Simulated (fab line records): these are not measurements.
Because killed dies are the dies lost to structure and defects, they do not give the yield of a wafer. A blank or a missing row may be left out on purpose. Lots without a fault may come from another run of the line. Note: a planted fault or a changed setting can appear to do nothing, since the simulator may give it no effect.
A lot that was struck, set against a sound lot / flow berkeley-cmos170 / 20 steps out of a route of 331
Sound: wafers L277.1, L277.2, L277.6. Wafers L291.3, L291.5, L291.6 were the ones struck. Last of all comes the cause.
Each step with rows lists, per side, the tool, then ch with its chambers, then its first start. Under that, the readings that differ: sound wafers / struck wafers / difference of the means / sigmas: that difference in standard deviations of wafers without a fault.
alike: a reading whose means differ by less than 2 such deviations, as well as words and numbers matching on both sides. not compared: withheld readings; readings where some wafer has no value; bounds like >300 that might hide an equal value; numbers whose values overlap and for which the record gives no deviation.
The two part at a step that has a row with sigmas, a row that says differs or no value, or rows on one side only. Non-overlapping numbers with no deviation appear without sigmas and do not part them. A reading that every wafer of one side lacks parts them only if that side has two wafers or more.

UCB170_M1_METAL_ETCH_12: etches Al in Cl2/BCl3, stops on PSG, target depth 780 nm, time 130 s.
  sound on rie-metal-04 ch 0,1, day 8 15:55; struck on rie-metal-04 ch 0,1, day 11 12:13
  alike: drypump-motor-current-A, oes-product-au, rf-fwd-power-W, throttle-valve-pct
  not compared: rf-hours-counter-h
UCB170_M1_STRIP_13: strips in O2.
  sound on plasma-asher-03 ch 0,1, day 8 16:03; struck on plasma-asher-03 ch 0,1, day 11 12:20
  alike: drypump-motor-current-A, oes-product-au
  not compared: rf-hours-counter-h
UCB170_M1_CD_MEAS_90 targets a cd of 700 nm.
  sound on cd-sem-01, day 8 16:10; struck on cd-sem-01, day 11 12:26
reading=cd-nm (nm); sound=702.0 699.1 701.3; struck=704.1 706.7 705.0; difference=+4.5; sigmas=+2
then, 1 step without rows for these wafers: UCB170_M1_ANNEAL_14 (time 1200 s).
UCB170_V1_CVD_00: deposits SiO2 from TEOS/O2, target thk 2000 nm, time 250 s.
  sound on pecvd-01 ch 1,2, day 8 22:41; struck on pecvd-02 ch 0,1,2, day 11 17:32
  alike: heater-power-w, rf-fwd-power-W
UCB170_V1_THK_MEAS_01:
  sound on film-metro-03, day 8 22:50; struck on film-metro-04, day 11 17:42
  alike: V1_TEOS_THK
UCB170_V1_CMP_02: polishes SiO2.
  sound on cmp-02 ch 0,1,2, day 8 23:00; struck on cmp-01 ch 0,3, day 11 17:44
  alike: edge-zone-pressure-frac, head-pressure-psi, motor-current-A
UCB170_V1_BOW_MEAS_03:
  sound on film-metro-04, day 8 23:12; struck on film-metro-01, day 11 18:05
  alike: V1_BOW
UCB170_V1_THK_MEAS_04:
  sound on film-metro-04, day 8 23:19; struck on film-metro-01, day 11 18:11
reading=V1_POLISHED_THK (nm); sound=999.3 1003.6 1000.3; struck=997.8 997.6 998.2; difference=-3.2; sigmas=-2
then, 3 steps without rows for these wafers: UCB170_V1_CLEAN_05 (cleans in DIW); UCB170_V1_HMDS_06 (prime time 60 s); UCB170_V1_COAT_07 (resist thk 900 nm).
UCB170_V1_SOFTBAKE_08: time 60 s.
  sound on litho-track-03 ch 0, day 9 01:47; struck on litho-track-01 ch 0, day 11 18:45
reading=heater-power-total-W (W); sound=56.82 56.72 56.85; struck=54.40 54.42 54.48; difference=-2.36; sigmas=-48
reading=plate-temp-C (C); sound=130.07 129.76 129.91; struck=125.73 125.62 125.81; difference=-4.19; sigmas=-30
then, 2 steps without rows for these wafers: UCB170_V1_EXPOSE_09 (exposes mask VIA1, target cd 700 nm); UCB170_V1_PEB_10.
UCB170_V1_DEVELOP_11: develop time 45 s.
  sound on litho-track-01 ch 0; struck on litho-track-04 ch 0
reading=model.KrF_of_V1_COAT_07.thk-nm (nm); sound=883.9 884.2 884.7; struck=894.4 893.7 893.5; difference=+9.6; sigmas=
UCB170_V1_CD_MEAS_12 targets a cd of 700 nm.
  sound on cd-sem-02, day 9 02:43; struck on cd-sem-01, day 11 19:17
reading=cd-nm (nm); sound=699.9 700.2 700.7; struck=692.7 693.5 693.0; difference=-7.2; sigmas=-6
UCB170_V1_OVL_MEAS_13:
  sound on overlay-01, day 9 02:50; struck on overlay-02, day 11 19:22
  alike: V1_OVL
UCB170_V1_ETCH_14: etches SiO2 in CHF3/CF4/Ar, stops on Al, target depth 1250 nm, time 291 s.
  sound on rie-diel-04 ch 1,3, day 9 02:52; struck on rie-diel-04 ch 2,3, day 11 19:24
reading=model.V1.cd-nm (nm); sound=698.8 700.4 700.5; struck=693.6 693.8 693.6; difference=-6.2; sigmas=
  alike: drypump-motor-current-A, oes-product-au, rf-fwd-power-W, throttle-valve-pct
  not compared: rf-hours-counter-h
UCB170_V1_STRIP_15: strips in O2.
  sound on plasma-asher-04 ch 0,1, day 9 03:02; struck on plasma-asher-01 ch 0,1, day 11 19:37
reading=strip-time-to-endpoint-s (s); sound=15.18 15.11 15.08; struck=15.49 15.41 15.43; difference=+0.32; sigmas=+3
  alike: drypump-motor-current-A, oes-product-au
  not compared: rf-hours-counter-h

== WHERE THEY PART ==
Last at UCB170_V1_STRIP_15 as far as this record goes, first at UCB170_M1_CD_MEAS_90.

WHY: the cause the simulator had injected
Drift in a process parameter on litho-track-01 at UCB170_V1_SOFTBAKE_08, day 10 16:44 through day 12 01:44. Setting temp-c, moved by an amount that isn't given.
